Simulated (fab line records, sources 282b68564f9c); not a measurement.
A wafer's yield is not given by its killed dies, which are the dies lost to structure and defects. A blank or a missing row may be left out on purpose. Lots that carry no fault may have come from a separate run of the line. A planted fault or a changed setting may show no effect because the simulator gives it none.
Split-lot experiment    flow ritCmos    23 wafers read from 5 lots, route of 202 steps

== SPLIT DETAILS ==
At RIT_FOX2_OXIDATION_00 (target thk 350.7 nm, ox time 1130 s), the setting oxTimeS was moved away from the recipe's 1130 s on 20 of the 23 wafers read, by -14.3% to +6.0%. This setting was run at the recipe's value on the other wafers.

== FROM THE SPLIT TO THE READING: what the file shows between them, 23 steps ==
- RIT_FOX2_THK_MEAS_01
- RIT_FOX2_CLEAN_02: cleans in dHF, time 180 s
- RIT_FOX2_WET_ETCH_03: etches Si3N4 in H3PO4, target depth 195 nm, time 2700 s
- RIT_FOX2_THK_MEAS_90
- RIT_NWELL_IMPLANT_08 (also split here: doseCm2)
- RIT_PWELL_SOFTBAKE_02: time 60 s (also split here: tempC)
- RIT_PWELL_EXPOSE_03: exposes mask M3, target cd 43700 nm
- RIT_PWELL_PEB_04
- RIT_PWELL_DEVELOP_05: develop time 68 s
- RIT_PWELL_HARDBAKE_07: time 120 s
- RIT_WELLDRIVE_ANNEAL_00: time 14700 s
- RIT_WELLDRIVE_RS_MEAS_01: measures by four-point-probe
- RIT_NRETRO_COAT_01: resist thk 1300 nm (also split here: resistThkNm)
- RIT_NRETRO_SOFTBAKE_02: time 62.31 s
- RIT_NRETRO_EXPOSE_03: exposes mask M4, target cd 43900 nm
- RIT_NRETRO_DEVELOP_05: develop time 68 s
- RIT_NRETRO_HARDBAKE_07: time 120 s
- RIT_NRETRO_IMPLANT_08 (also split here: energyKev)
- RIT_GATE_WET_ETCH_00: etches SiO2 in BOE, target depth 56 nm, time 60 s (also split here: timeS)
- RIT_GATE_CLEAN_01: cleans in SC1, time 600 s
- RIT_GATE_CLEAN_02: cleans in dHF, time 30 s
- RIT_GATE_CLEAN_03: cleans in SC2, time 600 s
- RIT_GATE_CLEAN_04: cleans in dHF, time 60 s

== THE READING ==
FIELD_OXIDE_LEFT_2_THK (nm), taken at RIT_FOX2_THK_MEAS_91. A value of 254 nm with a standard deviation of 5.5 nm is what fault-free wafers of this fab line usually give.

wafer   tool, chamber at the split  oxTimeS as run, s  against the recipe  FIELD_OXIDE_LEFT_2_THK, nm  against lot-mates on the recipe
L078.1  -, -                        1198               +6.0%               284                         no lot-mate on the recipe
L078.3  -, -                        1198               +6.0%               286                         no lot-mate on the recipe
L078.4  -, -                        1198               +6.0%               277                         no lot-mate on the recipe
L078.5  -, -                        1198               +6.0%               282                         no lot-mate on the recipe
L078.6  -, -                        1198               +6.0%               286                         no lot-mate on the recipe
L080.2  -, -                        995.1              -11.9%              229                         no lot-mate on the recipe
L080.3  -, -                        995.1              -11.9%              225                         no lot-mate on the recipe
L080.4  -, -                        995.1              -11.9%              229                         no lot-mate on the recipe
L080.5  -, -                        995.1              -11.9%              230                         no lot-mate on the recipe
L080.6  -, -                        995.1              -11.9%              227                         no lot-mate on the recipe
L082.1  furnace-04, 0               1130               recipe              248                         -
L082.5  furnace-04, 0               1130               recipe              248                         -
L082.6  furnace-04, 0               1130               recipe              248                         -
L084.2  -, -                        968.3              -14.3%              220                         no lot-mate on the recipe
L084.3  -, -                        968.3              -14.3%              223                         no lot-mate on the recipe
L084.4  -, -                        968.3              -14.3%              228                         no lot-mate on the recipe
L084.5  -, -                        968.3              -14.3%              225                         no lot-mate on the recipe
L084.6  -, -                        968.3              -14.3%              223                         no lot-mate on the recipe
L085.1  -, -                        974.5              -13.8%              222                         no lot-mate on the recipe
L085.2  -, -                        974.5              -13.8%              228                         no lot-mate on the recipe
L085.3  -, -                        974.5              -13.8%              231                         no lot-mate on the recipe
L085.5  -, -                        974.5              -13.8%              226                         no lot-mate on the recipe
L085.6  -, -                        974.5              -13.8%              223                         no lot-mate on the recipe

FIT RESULTS
A straight line over all 23 wafers: FIELD_OXIDE_LEFT_2_THK changes by +2.7 nm for each +1% of oxTimeS; r = +0.96; the points scatter about the line by 6.4 nm.
Too few moved wafers with a lot-mate on the recipe to fit a line net of each lot's own level.

== THE WHOLE CHAIN: every reading that the file lists as answering this split, in the file's order ==
step                   what it does                         reading                                                                           change (the file's fit)               r (the file's)
RIT_FOX2_OXIDATION_00  target thk 350.7 nm, ox time 1130 s  SiO2_of_FOX2_OXIDATION_00.thkNm (the simulator's own value, which no gauge read)  +2.46 nm for each +1% of the setting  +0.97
RIT_FOX2_THK_MEAS_01                                        FOX2_OXIDE_THK                                                                    +2.46 for each +1% of the setting     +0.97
RIT_FOX2_THK_MEAS_90                                        FIELD_OXIDE_LEFT_1_THK                                                            +2.45 for each +1% of the setting     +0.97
RIT_FOX2_THK_MEAS_91                                        FIELD_OXIDE_LEFT_2_THK                                                            +2.7 for each +1% of the setting      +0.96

== THE FILE'S OWN FIT ==
FIELD_OXIDE_LEFT_2_THK changes by +2.7 nm for each +1% of oxTimeS, r = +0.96.
